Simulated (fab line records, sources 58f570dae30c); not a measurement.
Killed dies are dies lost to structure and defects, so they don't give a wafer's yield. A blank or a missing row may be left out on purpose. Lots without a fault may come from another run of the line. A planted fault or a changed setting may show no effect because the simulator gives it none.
Which tool did it? | flow berkeley_cmos170 | 14 lots, 42 wafers sampled, at 5 steps of a route of 331

WHAT THE GAUGES READ, wafer by wafer
UCB170_ACTIVE_CD_MEAS_90: target cd 1200 nm.
lot  | measured    | on        | cd_nm (nm)
L704 | day 4 16:35 | cd_sem-02 | 1200.7 1201.3 1202.4
L705 | day 5 00:59 | cd_sem-02 | 1200.8 1199.8 1200.3
L708 | day 5 07:56 | cd_sem-01 | 1199.3 1198.0 1198.1
L707 | day 5 08:11 | cd_sem-02 | 1202.5 1201.8 1203.5
L709 | day 6 00:02 | cd_sem-01 | 1199.2 1201.1 1202.0
L711 | day 6 13:17 | cd_sem-02 | 1199.9 1199.5 1198.1
L710 | day 6 13:35 | cd_sem-01 | 1201.7 1200.7 1200.6
L714 | day 7 05:39 | cd_sem-01 | 1200.8 1201.4 1199.8
L716 | day 7 13:07 | cd_sem-01 | 1200.4 1199.7 1200.8
L722 | day 8 22:23 | cd_sem-01 | 1200.9 1201.6 1200.3
L723 | day 8 22:26 | cd_sem-02 | 1203.0 1201.8 1201.6
L724 | day 8 22:37 | cd_sem-02 | 1198.2 1199.0 1198.9
L726 | day 9 15:34 | cd_sem-02 | 1198.8 1198.5 1198.9
L725 | day 9 15:51 | cd_sem-01 | 1198.2 1197.5 1197.9

UCB170_PVT_OVL_MEAS_06.
lot  | measured     | on         | PVT_OVL (nm)
L704 | day 6 02:20  | overlay-02 | 3 4 2
L705 | day 7 00:28  | overlay-01 | 2 5 7
L708 | day 6 23:55  | overlay-02 | -2 0 -4
L707 | day 7 00:11  | overlay-01 | 8 10 14
L709 | day 7 19:13  | overlay-02 | 7 4 8
L711 | day 8 03:04  | overlay-01 | 8 11 -1
L710 | day 8 03:47  | overlay-02 | 8 9 6
L714 | day 8 16:47  | overlay-02 | -1 6 2
L716 | day 9 05:23  | overlay-01 | -1 -6 6
L722 | day 10 17:59 | overlay-01 | -2 0 6
L723 | day 10 17:44 | overlay-02 | -1 -6 2
L724 | day 10 18:15 | overlay-02 | -2 -2 -1
L726 | day 11 05:47 | overlay-01 | 2 0 2
L725 | day 11 05:32 | overlay-01 | -2 -8 2

UCB170_PVT_TW_MEAS_09.
lot  | measured     | on            | PVT_TW
L704 | day 6 02:37  | film_metro-01 | 505.4 506.6 507.8
L705 | day 7 00:48  | film_metro-01 | 507.6 507.0 506.5
L708 | day 7 00:13  | film_metro-04 | 511.3 512.4 510.6
L707 | day 7 00:29  | film_metro-04 | 508.1 509.9 509.2
L709 | day 7 19:31  | film_metro-03 | 508.4 508.3 508.7
L711 | day 8 03:20  | film_metro-04 | 510.8 508.9 508.0
L710 | day 8 04:04  | film_metro-04 | 507.3 503.9 506.2
L714 | day 8 17:23  | film_metro-04 | 626.0 624.2 629.7
L716 | day 9 06:16  | film_metro-01 | 630.2 629.4 629.6
L722 | day 10 18:16 | film_metro-04 | 507.4 506.9 506.7
L723 | day 10 18:02 | film_metro-03 | 503.5 501.8 506.3
L724 | day 10 18:32 | film_metro-01 | 508.1 508.0 506.0
L726 | day 11 06:04 | film_metro-04 | 505.5 505.3 511.1
L725 | day 11 05:50 | film_metro-03 | 502.0 503.0 502.7

WHICH TOOL RAN EACH LOT (tool, then ch and the chambers of the sampled wafers, then the start)
lot  | UCB170_ACTIVE_ETCH_15             | UCB170_PVT_IMPLANT_07
L704 | rie_diel-04 ch 2,3, day 4 16:22   | implanter-01 ch 0, day 6 02:23
L705 | rie_diel-03 ch 0,2, day 5 00:47   | implanter-03 ch 0, day 7 00:32
L708 | rie_diel-01 ch 0,1,3, day 5 07:43 | implanter-03 ch 0, day 6 23:59
L707 | rie_diel-03 ch 0,1,2, day 5 07:59 | implanter-03 ch 0, day 7 00:14
L709 | rie_diel-04 ch 0,1,2, day 5 23:50 | implanter-03 ch 0, day 7 19:16
L711 | rie_diel-01 ch 0,2,3, day 6 13:00 | implanter-02 ch 0, day 8 03:05
L710 | rie_diel-03 ch 1,2,3, day 6 13:23 | implanter-03 ch 0, day 8 03:49
L714 | rie_diel-03 ch 0,1,3, day 7 05:26 | implanter-03 ch 0, day 8 16:50
L716 | rie_diel-03 ch 2,3, day 7 12:53   | implanter-03 ch 0, day 9 05:25
L722 | rie_diel-04 ch 1,3, day 8 22:03   | implanter-03 ch 0, day 10 18:02
L723 | rie_diel-01 ch 0,1,3, day 8 22:10 | implanter-01 ch 0, day 10 17:47
L724 | rie_diel-03 ch 0,2, day 8 22:25   | implanter-02 ch 0, day 10 18:17
L726 | rie_diel-01 ch 1,2,3, day 9 15:22 | implanter-01 ch 0, day 11 05:49
L725 | rie_diel-03 ch 0,2, day 9 15:35   | implanter-02 ch 0, day 11 05:38
- UCB170_ACTIVE_ETCH_15: etches Si3N4 in CH3F/Ar/O2, stops on SiO2, target depth 242 nm, time 151 s.
- UCB170_PVT_IMPLANT_07

WHAT THE TOOLS THEMSELVES READ (means of the sampled wafers that have a number; where no wafer has one, the mark that the record gives instead)
UCB170_ACTIVE_ETCH_15.
lot  | tool        | drypump_motor_current_A (A) | oes_product_au (a.u.) | throttle_valve_pct (%)
L704 | rie_diel-04 | 5.6                         | 0.941                 | 7.95
L705 | rie_diel-03 | 5.4                         | 0.930                 | 8.18
L708 | rie_diel-01 | 5.4                         | 0.941                 | 8.03
L707 | rie_diel-03 | 5.4                         | 0.926                 | 8.04
L709 | rie_diel-04 | 6.0                         | 0.935                 | 8.00
L711 | rie_diel-01 | 5.6                         | 0.940                 | 7.98
L710 | rie_diel-03 | 5.8                         | 0.943                 | 8.09
L714 | rie_diel-03 | 5.8                         | 0.922                 | 8.00
L716 | rie_diel-03 | 5.9                         | 0.939                 | 8.20
L722 | rie_diel-04 | 5.3                         | 0.939                 | 8.09
L723 | rie_diel-01 | 5.3                         | 0.946                 | 8.04
L724 | rie_diel-03 | 5.4                         | 0.916                 | 8.08
L726 | rie_diel-01 | 5.0                         | 0.940                 | 8.09
L725 | rie_diel-03 | 5.3                         | 0.920                 | 8.09

THE ANSWER, worked out from the rows above alone
Rule: what is usual is taken from the lots themselves. Put in order of their means at a reading, lots are off if they are a third of the lots or fewer, leave a main group of 4 or more, and stand apart from it by a gap of 3 or more times the standard deviation of the main group's means; of several such gaps the widest counts. A main group whose means are all the same, to the digits that the tables above print for the reading, isn't used. A lot without any number at a reading at which 4 lots or more have one is off too. The other lots that the step has rows for count as sound. The gauges are gone through in route order, then the tools' own readings, and for those a lot's mean is taken as printed above. The first step at which some lot is off is used, and at that step the reading that is off furthest; a lot without a number counts as furthest.
Off: L714, L716, at UCB170_PVT_TW_MEAS_09 (PVT_TW). The main group: mean 507.1, standard deviation 2.3.
A tool fits if, at a process step before that reading, it ran every lot that is off, and no sound lot after the first of them. The gauges at UCB170_PVT_TW_MEAS_09 are tried like those tools. None of those tried fits.

WHAT THE SIMULATOR HAD PUT IN
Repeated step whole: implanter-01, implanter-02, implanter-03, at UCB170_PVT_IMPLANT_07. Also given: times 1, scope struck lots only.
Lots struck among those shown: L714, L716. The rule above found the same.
